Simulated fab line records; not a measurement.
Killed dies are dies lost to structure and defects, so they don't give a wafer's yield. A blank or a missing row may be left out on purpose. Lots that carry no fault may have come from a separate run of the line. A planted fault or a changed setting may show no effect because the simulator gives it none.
One fault through the eyes of 2 desks -- flow rit_cmos -- every desk sees just its own numbers, and what lay behind them comes last

== FROM THE METROLOGY DESK ==
What the gauges read, lot by lot, whatever tool the lot ran on: means of the sampled wafers that have a number. If a lot's mean is further than 4 standard deviations from the usual mean, the lot is out of limits and carries the mark OUT (the distance appears in the brackets).
Columns: A = ACTIVE_OXIDE_THK at RIT_ACTIVE_THK_MEAS_02, usual 46.6 nm
lot,first seen here,A
L278,day 1 12:11,45.5
L279,day 1 17:04,48.4
L283,day 2 13:56,47.6
L284,day 2 18:04,46.4
L285,day 2 23:03,44.6
L286,day 3 06:05,45.1
L287,day 3 09:19,46.3
L288,day 3 14:26,45.2
L290,day 4 00:41,46.7
L292,day 4 13:24,47.2
L293,day 4 15:19,47.1
L296,day 5 06:04,45.7
L297,day 5 13:46,51.8 (+5.2) OUT
L298,day 5 16:58,50.3
This desk finds L297 out of limits, with the earliest case on L297 at day 5 13:46 (ACTIVE_OXIDE_THK at RIT_ACTIVE_THK_MEAS_02). L278, L279, L283, L284, L285, L286, L287, L288, L290, L292, L293, L296, L298: within limits.

== FOR THE TOOL OWNER'S DESK: furnace-01 ==
The tool's own readings at RIT_ACTIVE_OXIDATION_01 (target thk 46.8 nm, ox time 3360 s): means of the sampled wafers that have a number, for each lot that ran on this tool. If a lot's mean is further than 4 standard deviations from the usual mean, the lot is out of limits and carries the mark OUT (the distance appears in the brackets).
Columns: A = ox_temp_c at RIT_ACTIVE_OXIDATION_01, usual 999.8 C; B = zone_power_centre_pct at RIT_ACTIVE_OXIDATION_01, usual 45.6 %; C = zone_power_load_pct at RIT_ACTIVE_OXIDATION_01, usual 35.3 %
lot,first seen here,A,B,C
L278,day 1 10:15,999.7,45.2,34.3
L290,day 3 22:44,999.2,45.4,34.3
L297,day 5 11:47,999.8,45.5,34.5
L298,day 5 15:02,999.5,45.2,34.4
This desk's finding: nothing out of limits on any of the 4 lots.

== TAKEN TOGETHER ==
An alarm was possible from the metrology desk at day 5 13:46, on L297.
Nothing out of limits was seen by the tool owner's desk.
Tool owner's desk: L297 on record, inside its limits.
RIT_ACTIVE_OXIDATION_01 was run on furnace-01 by each of the lots named.

== WHAT WAS PUT IN BY THE SIMULATOR ==
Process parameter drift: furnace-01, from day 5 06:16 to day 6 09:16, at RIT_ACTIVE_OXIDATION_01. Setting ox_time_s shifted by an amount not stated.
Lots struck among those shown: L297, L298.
Per desk, hours elapsed from the start of the fault to the first reading out of limits: for the metrology desk, 8.
